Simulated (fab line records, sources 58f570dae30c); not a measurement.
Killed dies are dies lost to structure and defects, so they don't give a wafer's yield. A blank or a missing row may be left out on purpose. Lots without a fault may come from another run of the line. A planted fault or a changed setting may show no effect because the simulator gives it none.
Problem report in the 8D (eight disciplines) form, filled by code | flow berkeley_cmos170 | the parts of the form that need people (team, actions taken, sign-off) are left out

1. THE PROBLEM
PWELL_OXIDE_THK at UCB170_PWELL_THK_MEAS_03 reads a mean of 17.7 nm on 9 wafers of 3 lots; wafers without a fault read 26.3 nm with a standard deviation of 0.49. That is -18 standard deviations from the usual mean.
First seen on wafer L967.2, day 5 23:53, on film_metro-03. The record holds 45 wafers of 15 lots with a number at this step. Rule for "out", or "out of limits": more than 4 standard deviations from the usual mean. The other wafers with a number count as sound.

2. WHAT IT IS AND WHAT IT IS NOT
question                    | is                                          | is not
which readings at this step | PWELL_OXIDE_THK                             | -
which lots                  | L967, L968, L969                            | L951, L953, L954, L956, L957, L959, L960, L961, L965, L972, L973, L974
which wafers of those lots  | all that have a number                      | -
read on which gauges        | film_metro-02, film_metro-03, film_metro-04 | -
when                        | from day 5 23:53                            | up to then (27 sound wafers); but 9 sound wafers of L972, L973, L974 came after

3. SUSPECTS, AND WHAT RULES EACH OUT
Counting: a tool at a process step up to the reading stays a suspect if it ran every lot that is out and no sound lot after the first of them.
- the gauge at UCB170_PWELL_THK_MEAS_03: ruled out. The wafers that are out were read on 3 gauges (film_metro-02, film_metro-03, film_metro-04).
- furnace-03 at UCB170_PWELL_OXIDATION_02 (target thk 26.4 nm, ox time 1260 s): kept. It ran every lot that is out, first L967 (day 5 22:31), and no sound lot after that; its last sound lot up to then is L959 (day 4 11:26). Its own readings are out on those wafers: spike_tc_centre_C, spike_tc_load_C, spike_tc_source_C, tube_center_temp_C, tube_center_temp_C_max.
Left after counting: furnace-03 at UCB170_PWELL_OXIDATION_02.

4. THE CAUSE (what the simulator had put in)
Process parameter drift: furnace-03, from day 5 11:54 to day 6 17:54, at UCB170_PWELL_OXIDATION_02. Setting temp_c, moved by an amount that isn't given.
Counting left only this tool.

5. THE CHAIN OF EFFECTS, in route order
Each row: a reading whose mean over the struck wafers that have a number lies more than 3 standard deviations from the usual. Only readings for which the record gives a usual standard deviation are gone through. hours: the time from each lot's start at the first step in this table that gives one to its start at this step, as a median over the lots. sigmas: the change in usual standard deviations.
hours | step                      | reading                | usual    | on struck wafers | change | sigmas
0     | UCB170_PWELL_OXIDATION_02 | spike_tc_centre_C      | 1002.3 C | 963.8            | -38.5  | -30
0     | UCB170_PWELL_OXIDATION_02 | spike_tc_load_C        | 1027.3 C | 987.2            | -40.1  | -14
0     | UCB170_PWELL_OXIDATION_02 | spike_tc_source_C      | 1024.2 C | 984.7            | -39.5  | -25
0     | UCB170_PWELL_OXIDATION_02 | tube_center_temp_C     | 999.99 C | 960.80           | -39.19 | -99 or more
0     | UCB170_PWELL_OXIDATION_02 | tube_center_temp_C_max | 1002.6   | 963.2            | -39.4  | -94
1     | UCB170_PWELL_THK_MEAS_03  | PWELL_OXIDE_THK        | 26.3 nm  | 17.7             | -8.6   | -18
The process steps in it:
- UCB170_PWELL_OXIDATION_02: target thk 26.4 nm, ox time 1260 s.
Later measuring or inspecting steps at which every struck wafer that the step has a row for has a number for every such reading, and none has moved that far: UCB170_WELLDRIVE_THK_MEAS_02, UCB170_PFIELD_OVL_MEAS_06, UCB170_NVT_OVL_MEAS_06.

6. WHAT WOULD HAVE CAUGHT IT SOONER
In this record the first reading out of limits at a measuring or inspecting step was taken at day 5 23:53, 12 hours after the fault began at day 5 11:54.
The tool's own readings at UCB170_PWELL_OXIDATION_02 were out on every struck wafer that the step has a row for (spike_tc_centre_C, spike_tc_load_C, spike_tc_source_C, tube_center_temp_C, tube_center_temp_C_max): an alarm limit on them would have fired on the first of those.
Of the lots that are out (3), L968, L969 began UCB170_PWELL_OXIDATION_02 on furnace-03 after day 5 23:53. A hold on the tool at that time would have spared those 2.
